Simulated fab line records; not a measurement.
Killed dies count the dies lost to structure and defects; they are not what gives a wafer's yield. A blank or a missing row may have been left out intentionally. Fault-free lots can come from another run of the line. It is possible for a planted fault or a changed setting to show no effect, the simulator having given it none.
fab line records ; flow rit-cmos
record: lots: 13; wafers: 39; last-day: 7
route steps=202 shown M1@196
lots with no fault: from the same line, run without faults
start-h: start of the lot's first displayed wafer, in hours after the record's first day ; wait-h: time in hours since the lot's previous step ; " as in the row above ; L1.1+2: a single row standing in for several wafers ; - either no value or no given start ; * or withheld: withheld ; < > ~ a bound
route shown NAME@n: NAME is a module with steps in the file, n the number in the route of the first one ; usual: mean and standard deviation over wafers with no fault ; same: alike in all rows ; chamber/n: place in a boat ; sites: the reading at each site ; _std_site: the values' standard deviation ; _edge_site: inner sites' mean taken away from outer sites' mean ; radius-mm: how far each site lies from the wafer's centre ; mask NAME#n: copy n ; behind: the most recent tool/chamber to have shaped the wafer ; hold: why the lot went on hold/how many hours it stayed there/how the hold came to an end ; device: the n, p or np transistor that did not switch ; end of line: the same wafers' tests at the end of the route ; for a step that has no rows: nothing shown but its recipe ; killed: dies that structure and defects cost at the first sort, which is not the same as the wafer's yield ; map: the dies of a wafer, with x for killed, . for not killed, _ for no die there
set.NAME: setting as actually run; set.NAME@STEP: the setting as run at that earlier step ; model.NAME: the simulator's own value behind a step, which no gauge read
steps of the route over a sample of lots; a table a step, a row a wafer
services: when a tool's chamber went out of use (start-h, in hours from the record's first day, below 0 if earlier), for how many hours, and the reason
== steps ==
step: RIT_M1_METAL_ETCH_12
recipe: stop-on: SiO2; chemistry: Cl2/BCl3; target: Al; time-s: 165; over-etch-frac: 0.5; pressure-mtorr: 100; target-depth-a: 6000; rf-w: 250; Cl2_flow_sccm: 60; bcl3-flow-sccm: 50
usual: chamber-pressure-mTorr: 100.00/0.088; drypump-motor-current-A: 5.6/0.61; oes-product-au: 0.769/0.01; throttle-valve-pct: 8.32/0.067
lot.wafer;tool;chamber;start-h;wait-h;chamber-pressure-mTorr;drypump-motor-current-A;oes-product-au;rf-hours-counter-h;throttle-valve-pct
L892.1;rie-metal-04;0;55.95;0.2;100.01;5.3;0.781;6.5;8.45
L892.2;rie-metal-04;1;55.95;0.2;100.00;5.1;0.757;2.2;8.31
L892.5;rie-metal-04;0;55.95;0.2;100.05;5.3;0.783;-;8.44
L893.3;rie-metal-02;1;59.74;0.2;100.07;5.4;0.747;-;8.25
L893.5;rie-metal-02;0;59.74;0.2;100.15;5.1;0.761;-;8.28
L893.6;rie-metal-02;1;59.74;0.2;100.22;5.4;0.752;-;8.24
L894.1;rie-metal-01;0;65.43;0.2;99.94;6.3;0.775;0.6;8.31
L894.4;rie-metal-01;1;65.43;0.2;99.93;6.7;0.765;-;8.28
L894.6;rie-metal-01;0;65.43;0.2;99.91;6.3;0.780;-;8.33
L895.1;rie-metal-04;0;70.32;0.2;99.90;5.3;0.780;6.6;8.44
L895.4;rie-metal-04;1;70.32;0.2;100.05;5.0;0.761;-;8.32
L895.5;rie-metal-04;0;70.32;0.2;99.98;5.3;0.772;-;8.46
L896.1;rie-metal-02;0;76.30;0.2;100.00;5.1;0.766;2.5;8.28
L896.2;rie-metal-02;1;76.30;0.2;99.97;5.4;0.757;2.9;8.25
L896.6;rie-metal-02;1;76.30;0.2;100.16;5.5;0.761;-;8.24
L898.2;rie-metal-04;0;85.44;0.2;100.03;5.3;0.766;6.8;8.44
L898.3;rie-metal-04;0;85.44;0.2;99.97;5.3;0.783;-;8.43
L898.6;rie-metal-04;0;85.44;0.2;100.04;5.3;0.795;-;8.47
L906.2;rie-metal-01;1;126.65;0.2;99.83;6.7;0.774;1.3;8.27
L906.3;rie-metal-01;0;126.65;0.2;99.97;6.3;0.776;-;8.33
L906.6;rie-metal-01;0;126.65;0.2;99.98;6.3;0.771;-;8.33
L907.3;rie-metal-04;1;128.80;0.2;99.94;5.1;0.757;-;8.33
L907.4;rie-metal-04;0;128.80;0.2;100.04;5.3;0.769;-;8.44
L907.6;rie-metal-04;1;128.80;0.2;100.18;5.1;0.753;-;8.33
L908.1;rie-metal-02;1;135.72;0.2;100.01;5.5;0.762;3.6;8.25
L908.2;rie-metal-02;0;135.72;0.2;99.96;5.1;0.769;3.2;8.25
L908.3;rie-metal-02;0;135.72;0.2;100.02;5.1;0.774;-;8.28
L909.2;rie-metal-04;0;142.19;0.2;99.99;5.3;0.783;7.5;8.43
L909.4;rie-metal-04;1;142.19;0.2;100.00;5.1;0.765;-;8.32
L909.6;rie-metal-04;1;142.19;0.2;99.94;5.1;0.761;-;8.34
L911.4;rie-metal-02;1;149.21;0.1;99.90;5.5;0.759;-;8.25
L911.5;rie-metal-02;0;149.21;0.1;99.96;5.1;0.765;-;8.29
L911.6;rie-metal-02;1;149.21;0.1;100.02;5.5;0.746;-;8.24
L914.1;rie-metal-02;1;166.24;0.2;100.06;5.5;0.754;4.0;8.24
L914.3;rie-metal-02;1;166.24;0.2;100.01;5.5;0.758;-;8.24
L914.5;rie-metal-02;1;166.24;0.2;99.98;5.5;0.755;-;8.25
L915.3;rie-metal-04;1;170.81;0.2;100.07;5.1;0.763;-;8.33
L915.4;rie-metal-04;0;170.81;0.2;100.14;5.3;0.785;-;8.45
L915.5;rie-metal-04;1;170.81;0.2;99.97;5.1;0.759;-;8.33
step: RIT_M1_CD_MEAS_90
recipe: target-cd-nm: 2600
usual: cd-nm: 2602.0/2.6
lot.wafer;tool;chamber;start-h;wait-h;cd-nm
L892.1;cd-sem-01;-;56.46;0.1;2603.4
L892.2;cd-sem-01;-;56.46;0.1;2605.6
L892.5;cd-sem-01;-;56.46;0.1;2603.2
L893.3;cd-sem-01;-;60.30;0.2;2604.5
L893.5;cd-sem-01;-;60.30;0.2;2597.6
L893.6;cd-sem-01;-;60.30;0.2;2602.2
L894.1;cd-sem-01;-;65.94;0.1;2604.4
L894.4;cd-sem-01;-;65.94;0.1;2607.4
L894.6;cd-sem-01;-;65.94;0.1;2604.0
L895.1;cd-sem-01;-;70.88;0.1;2599.2
L895.4;cd-sem-01;-;70.88;0.1;2599.3
L895.5;cd-sem-01;-;70.88;0.1;2599.9
L896.1;cd-sem-01;-;76.81;0.1;2597.8
L896.2;cd-sem-01;-;76.81;0.1;2602.0
L896.6;cd-sem-01;-;76.81;0.1;2598.9
L898.2;cd-sem-01;-;86.03;0.1;2601.9
L898.3;cd-sem-01;-;86.03;0.1;2600.0
L898.6;cd-sem-01;-;86.03;0.1;2600.4
L906.2;cd-sem-01;-;127.18;0.1;2603.3
L906.3;cd-sem-01;-;127.18;0.1;2591.9
L906.6;cd-sem-01;-;127.18;0.1;2588.9
L907.3;cd-sem-01;-;129.30;0.1;2600.9
L907.4;cd-sem-01;-;129.30;0.1;2600.7
L907.6;cd-sem-01;-;129.30;0.1;2602.1
L908.1;cd-sem-01;-;136.40;0.1;2604.6
L908.2;cd-sem-01;-;136.40;0.1;2601.4
L908.3;cd-sem-01;-;136.40;0.1;2603.5
L909.2;cd-sem-01;-;142.75;0.1;2596.9
L909.4;cd-sem-01;-;142.75;0.1;2601.6
L909.6;cd-sem-01;-;142.75;0.1;2601.4
L911.4;cd-sem-01;-;149.73;0.1;2604.7
L911.5;cd-sem-01;-;149.73;0.1;2602.1
L911.6;cd-sem-01;-;149.73;0.1;2606.6
L914.1;cd-sem-01;-;166.75;0.1;2606.5
L914.3;cd-sem-01;-;166.75;0.1;2605.3
L914.5;cd-sem-01;-;166.75;0.1;2604.5
L915.3;cd-sem-02;-;171.31;0.1;2606.9
L915.4;cd-sem-02;-;171.31;0.1;2605.8
L915.5;cd-sem-02;-;171.31;0.1;2605.9
step: RIT_M1_PROBE_99
usual: defect-limited-yield: 97.4/1.2; killed_at_M0_to_M3: 0.0/0.12; killed-at-contacts: 0.1/0.27; killed-at-front-end: 7/3.1; killed-dies: 7/3.1; killed-open: 3.6/2.3; killed-short: 3.2/2; sort_bin_3_pad_short: 0.1/0.22; sort_bin_5_function: 1.5/0.87; sort_bin_6_memory: 0.9/0.64; sort-n-pass: 257/3.1; sort-yield-pct: 97.4/1.2
same: gross-dies: 264; killed_at_M4_up: 0; killed-at-back-side: 0; killed-at-other: 0
lot.wafer;tool;chamber;start-h;wait-h;defect-limited-yield[%];killed_at_M0_to_M3;killed-at-contacts;killed-at-front-end;killed-dies;killed-open;killed-short;sort_bin_3_pad_short[%];sort_bin_5_function[%];sort_bin_6_memory[%];sort-n-pass;sort-yield-pct[%]
L914.1;prober-01;-;168.49;0.1;99.2;0;0;2;2;1;1;0;0;0.8;262;99.2
L914.3;prober-01;-;168.59;0.2;95.1;0;0;13;13;9;4;0.4;2.3;2.3;251;95.1
L914.5;prober-01;-;168.69;0.2;96.6;0;0;9;9;6;3;0;1.9;1.5;255;96.6
killed by level:class
L914.1 SILICIDE:geometric-particle:open=1 SILICIDE:geometric-particle:short=1
L914.3 FOX1:geometric-particle:open=4 GATE:geometric-particle:open=2 GATE:geometric-particle:short=2 FOX1:geometric-particle:short=1 FOX2:geometric-particle:open=1 REOX:geometric-particle:open=1 REOX:geometric-particle:short=1 SILICIDE:geometric-particle:open=1
L914.5 GATE:geometric-particle:open=4 REOX:geometric-particle:short=2 FOX1:geometric-particle:open=1 FOX2:geometric-particle:short=1 SILICIDE:geometric-particle:open=1
== services ==
tool;chamber;start-h;hours;kind
rie-metal-02;1;52.50;5.2;repair
rie-metal-01;-;125.85;0.5;repair
rie-metal-01;-;141.85;2.8;pm
== key ==
first-sign: step: RIT_M1_CD_MEAS_90; reading: cd-nm; direction: down; sigmas: 4.5; usual: 2602.0; struck: 2590.4
effect none on later readings
met-at RIT_M1_METAL_ETCH_12
struck-lots L906
struck-wafers L906.3,L906.6
onset-between 65.43 126.65
fault: kind: process-parameter-drift; tool: rie-metal-01; chamber: 0; onset-h: 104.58; steps: RIT_M1_METAL_ETCH_12; channel: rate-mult; offset: 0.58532; shape: step; end-h: 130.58
